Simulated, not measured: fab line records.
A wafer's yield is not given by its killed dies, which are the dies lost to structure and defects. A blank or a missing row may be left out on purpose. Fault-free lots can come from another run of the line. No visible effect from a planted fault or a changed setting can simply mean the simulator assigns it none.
Lot-split experiment | flow berkeley-cmos170 | on a route of 331 steps: 5 lots, 23 wafers read

## ABOUT THE SPLIT
At UCB170_PWELL_CVD_05 (deposits Si3N4 from SiH2Cl2/NH3, target thk 220 nm, time 3300 s), the setting temp-c was moved away from the recipe's 800 C on 15 of the 23 wafers read, by -2.6% to +2.9%. The other wafers ran this setting at the recipe's value.

## FROM THE SPLIT TO THE READING: what the file shows between them, 4 steps
- UCB170_PWELL_THK_MEAS_06
- UCB170_PWELL_HMDS_07: prime time 60 s
- UCB170_PWELL_COAT_08: resist thk 900 nm
- UCB170_PWELL_DEVELOP_12: develop time 45 s

## THE READING
oes-product-au, in a.u., at UCB170_PWELL_ETCH_14 (etches Si3N4 in CH3F/Ar/O2, stops on SiO2, target depth 242 nm, time 151 s). A value of 0.936 a.u. with a standard deviation of 0.02 a.u. is what fault-free wafers of this fab line usually give.

wafer  | tool, chamber at the split | temp-c as run, C | against the recipe | oes-product-au, a.u. | against lot-mates on the recipe
L074.1 | -, -                       | 819.3            | +2.4%              | 0.996                | no lot-mate on the recipe
L074.2 | -, -                       | 819.3            | +2.4%              | 1.014                | no lot-mate on the recipe
L074.3 | -, -                       | 819.3            | +2.4%              | 0.972                | no lot-mate on the recipe
L074.4 | -, -                       | 819.3            | +2.4%              | 0.979                | no lot-mate on the recipe
L074.6 | -, -                       | 819.3            | +2.4%              | 0.983                | no lot-mate on the recipe
L076.1 | -, -                       | 779.3            | -2.6%              | 0.736                | no lot-mate on the recipe
L076.3 | -, -                       | 779.3            | -2.6%              | 0.750                | no lot-mate on the recipe
L076.4 | -, -                       | 779.3            | -2.6%              | 0.732                | no lot-mate on the recipe
L076.5 | -, -                       | 779.3            | -2.6%              | 0.773                | no lot-mate on the recipe
L076.6 | -, -                       | 779.3            | -2.6%              | 0.740                | no lot-mate on the recipe
L079.1 | -, -                       | 823              | +2.9%              | 0.982                | no lot-mate on the recipe
L079.2 | -, -                       | 823              | +2.9%              | 1.020                | no lot-mate on the recipe
L079.3 | -, -                       | 823              | +2.9%              | 1.002                | no lot-mate on the recipe
L079.4 | -, -                       | 823              | +2.9%              | 0.991                | no lot-mate on the recipe
L079.6 | -, -                       | 823              | +2.9%              | 1.032                | no lot-mate on the recipe
L081.1 | -, -                       | 800              | recipe             | 0.923                | -
L081.3 | -, -                       | 800              | recipe             | 0.942                | -
L081.4 | -, -                       | 800              | recipe             | 0.920                | -
L081.5 | -, -                       | 800              | recipe             | 0.921                | -
L081.6 | -, -                       | 800              | recipe             | 0.910                | -
L083.1 | lpcvd-01, 0                | 800              | recipe             | 0.959                | -
L083.2 | lpcvd-01, 0                | 800              | recipe             | 0.903                | -
L083.3 | lpcvd-01, 0                | 800              | recipe             | 0.913                | -

FIT RESULTS
A straight line over all 23 wafers: oes-product-au changes by +0.0453 a.u. for each +1% of temp-c; r = +0.95; the points scatter about the line by 0.031 a.u.
Too few moved wafers have a lot-mate on the recipe to fit a line with each lot's own level taken away.

## THE WHOLE CHAIN: every reading that the file lists as answering this split, in the file's order
step                     | what it does                                                               | reading                                                                       | change (the file's fit)                  | r (the file's)
UCB170_PWELL_CVD_05      | deposits Si3N4 from SiH2Cl2/NH3, target thk 220 nm, time 3300 s            | Si3N4_of_PWELL_CVD_05.thk-nm (the simulator's own value, which no gauge read) | +32.9 nm for each +1% of the setting     | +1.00
UCB170_PWELL_THK_MEAS_06 |                                                                            | PWELL_NITRIDE_THK                                                             | +33 for each +1% of the setting          | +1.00
UCB170_PWELL_ETCH_14     | etches Si3N4 in CH3F/Ar/O2, stops on SiO2, target depth 242 nm, time 151 s | oes-product-au                                                                | +0.0453 a.u. for each +1% of the setting | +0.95

## THE FILE'S OWN FIT
oes-product-au changes by +0.0453 a.u. for each +1% of temp-c, r = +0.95.
